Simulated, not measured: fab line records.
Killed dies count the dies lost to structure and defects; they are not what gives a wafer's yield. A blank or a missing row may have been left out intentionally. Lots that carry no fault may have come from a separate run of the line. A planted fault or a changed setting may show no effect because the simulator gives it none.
A struck lot beside a sound one / flow rit cmos / 22 out of 202 route steps
Sound: these wafers, L849.4, L849.5, L849.6. Wafers L857.4, L857.5, L857.6 were the ones struck. Last of all comes the cause.
For every step that has rows: the tool of each side, followed by ch and its chambers, followed by its first start. Under that, the readings that differ: sound wafers / struck wafers / difference of the means / sigmas: that difference in standard deviations of wafers without a fault.
alike: words and numbers the same on both sides, and readings whose means are apart by under 2 such deviations; not compared: readings that were withheld, readings missing a value for some wafer, numbers with overlapping values and no deviation given by the record, and bounds like >300 which may hide the same value.
The two part at a step that has a row with sigmas, a row that says differs or no value, or rows on one side only. When numbers do not overlap yet have no deviation, they are printed without sigmas and do not part them. A reading missing from all wafers of one side parts the sides only when that side holds two or more wafers.

first, 5 steps without rows for these wafers: RIT_GATE_WET_ETCH_00 (etches SiO2 in BOE, target depth 56 nm, time 60 s); RIT_GATE_CLEAN_01 (cleans in SC1, time 600 s); RIT_GATE_CLEAN_02 (cleans in dHF, time 30 s); RIT_GATE_CLEAN_03 (cleans in SC2, time 600 s); RIT_GATE_CLEAN_04 (cleans in dHF, time 60 s).
RIT_FOX2_THK_MEAS_91:
  struck on film metro-02, day 5 06:01; sound on film metro-02, day 3 18:41
  alike: FIELD_OXIDE_LEFT_2_THK
then, 2 steps without rows for these wafers: RIT_GATE_OXIDATION_05 (target thk 3 nm, ox time 270 s); RIT_GATE_ANNEAL_06 (time 600 s).
RIT_GATE_THK_MEAS_07:
  struck on film metro-02, day 5 07:25; sound on film metro-02, day 3 20:25
reading=GATE_OXIDE_THK (nm); sound=3.09 3.03 3.04; struck=2.87 2.87 2.84; difference=-0.19; sigmas=-3
then, 1 step without rows for these wafers: RIT_GATE_CVD_08 (deposits poly-Si from SiH4, target thk 250 nm, time 2220 s).
RIT_GATE_THK_MEAS_09:
  struck on film metro-04, day 5 09:05; sound on film metro-04, day 3 22:11
reading=GATE_POLY_THK (nm); sound=247.4 249.3 249.2; struck=256.6 255.5 256.5; difference=+7.6; sigmas=+3
then, 1 step without rows for these wafers: RIT_GATE_HMDS_10 (prime time 60 s).
RIT_GATE_COAT_11: resist thk 850 nm.
  sound on litho track-02 ch 0, day 3 22:26; struck on litho track-02 ch 0, day 5 09:28
reading=model.NOVOLAK_of_GATE_COAT_11.thk nm (nm); sound=851.6 854.9 854.5; struck=468.8 468.4 468.7; difference=-385.0; sigmas=
then, 4 steps without rows for these wafers: RIT_GATE_SOFTBAKE_12 (time 60 s); RIT_GATE_EXPOSE_13 (exposes mask M6, target cd 150 nm); RIT_GATE_PEB_14; RIT_GATE_DEVELOP_15 (develop time 50 s).
RIT_GATE_CD_MEAS_16 targets a cd of 150 nm.
  struck on cd sem-01, day 5 10:26; sound on cd sem-01, day 3 23:21
reading=cd nm (nm); sound=144 146 148; struck=76 73 74; difference=-72; sigmas=-24
  not compared: hold
RIT_GATE_OVL_MEAS_17:
  struck on overlay-01, day 5 14:05; sound on overlay-01, day 3 23:26
reading=hold; sound=- - -; struck=await dispo/3.6h/release await dispo/3.6h/release await dispo/3.6h/release; difference=no value on the sound wafers; sigmas=
  alike: GATE_OVL
then, 1 step without rows for these wafers: RIT_GATE_HARDBAKE_18 (time 60 s).
RIT_GATE_ETCH_19: etches poly-Si in SF6/CHF3/O2, stops on SiO2, time 165 s, target depth 312.5 nm.
  sound on rie si-01 ch 0,2,3, day 3 23:43; struck on rie si-02 ch 1,2, day 5 14:15
reading=model.NOVOLAK_of_GATE_COAT_11.thk nm (nm); sound=677.3 681 675.1; struck=334.1 333.6 335.8; difference=-343.3; sigmas=
reading=model.GATE.cd nm (nm); sound=144 146.4 147.8; struck=76.85 72.96 74.33; difference=-71.35; sigmas=
  alike: O2_flow_sccm, drypump motor current A, oes product au, throttle valve pct
  not compared: rf hours counter h
RIT_GATE_STRIP_20: strips in O2, time 180 s.
  sound on plasma asher-03 ch 0,1, day 3 23:53; struck on plasma asher-02 ch 0,1, day 5 14:25
reading=drypump motor current A (A); sound=6.2 6.2 6.6; struck=5.3 5.3 5.0; difference=-1.1; sigmas=-2
  not compared: rf hours counter h

== WHERE THEY PART ==
Last at RIT_GATE_STRIP_20 as far as this record goes, first at RIT_GATE_THK_MEAS_07.

WHY: what had been put in by the simulator
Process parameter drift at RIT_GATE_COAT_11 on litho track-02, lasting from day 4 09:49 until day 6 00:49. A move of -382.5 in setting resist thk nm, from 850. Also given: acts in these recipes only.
